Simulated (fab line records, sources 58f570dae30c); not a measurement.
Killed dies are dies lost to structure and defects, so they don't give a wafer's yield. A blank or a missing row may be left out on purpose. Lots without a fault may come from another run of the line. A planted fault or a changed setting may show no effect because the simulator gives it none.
Chamber matching | flow berkeley_cmos170 | UCB170_V1_CVD_00 on pecvd-01: 3 sister chambers
The step deposits SiO2 from TEOS/O2, target thk 2000 nm, time 250 s. 14 wafers are shown with their chamber, then 7 later ones without.

WAFERS WITH THEIR CHAMBER
wafer  | chamber | heater_power_w (W)
L532.2 | 0       | 242
L532.4 | 2       | 264
L532.6 | 1       | 181
L533.2 | 1       | 203
L533.3 | 0       | 210
L533.6 | 2       | 259
L536.2 | 2       | 343
L536.3 | 0       | 263
L536.5 | 1       | 183
L538.2 | 1       | 214
L538.3 | 2       | 335
L538.5 | 1       | 262
L542.1 | 0       | 276
L542.2 | 2       | 343

SIGNATURES (means of the wafers above)
reading        | chamber 0 | chamber 1 | chamber 2 | scatter within a chamber
heater_power_w | 247.75    | 208.60    | 308.80    | 36.1
Rule: a wafer's distance from a chamber is the root of the sum, over the readings, of the square of ((its reading less the chamber's mean) divided by the reading's scatter). The wafer belongs to the nearest chamber; if the next one is less than 2 further off, it can't be placed. The scatter: the root of (the sum of the squares of (reading less its chamber's mean) over the shown wafers, divided by (wafers less chambers)).

WAFERS WITHOUT THEIR CHAMBER
wafer  | heater_power_w (W)
L542.5 | 178
L540.3 | 241
L540.5 | 255
L540.6 | 178
L545.2 | 343
L545.3 | 240
L545.4 | 258

WHICH CHAMBER EACH WENT THROUGH
wafer  | from the rows above          | in truth
L542.5 | can't be placed: 1 or 0      | 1
L540.3 | can't be placed: 0 or 1 or 2 | 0
L540.5 | can't be placed: 0 or 1 or 2 | 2
L540.6 | can't be placed: 1 or 0      | 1
L545.2 | can't be placed: 2 or 0      | 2
L545.3 | can't be placed: 0 or 1 or 2 | 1
L545.4 | can't be placed: 0 or 1 or 2 | 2
Placed correctly: 0 of 7. Can't be placed from these rows: 7 (the true chamber is among the candidates in 7). Placed wrongly: 0.
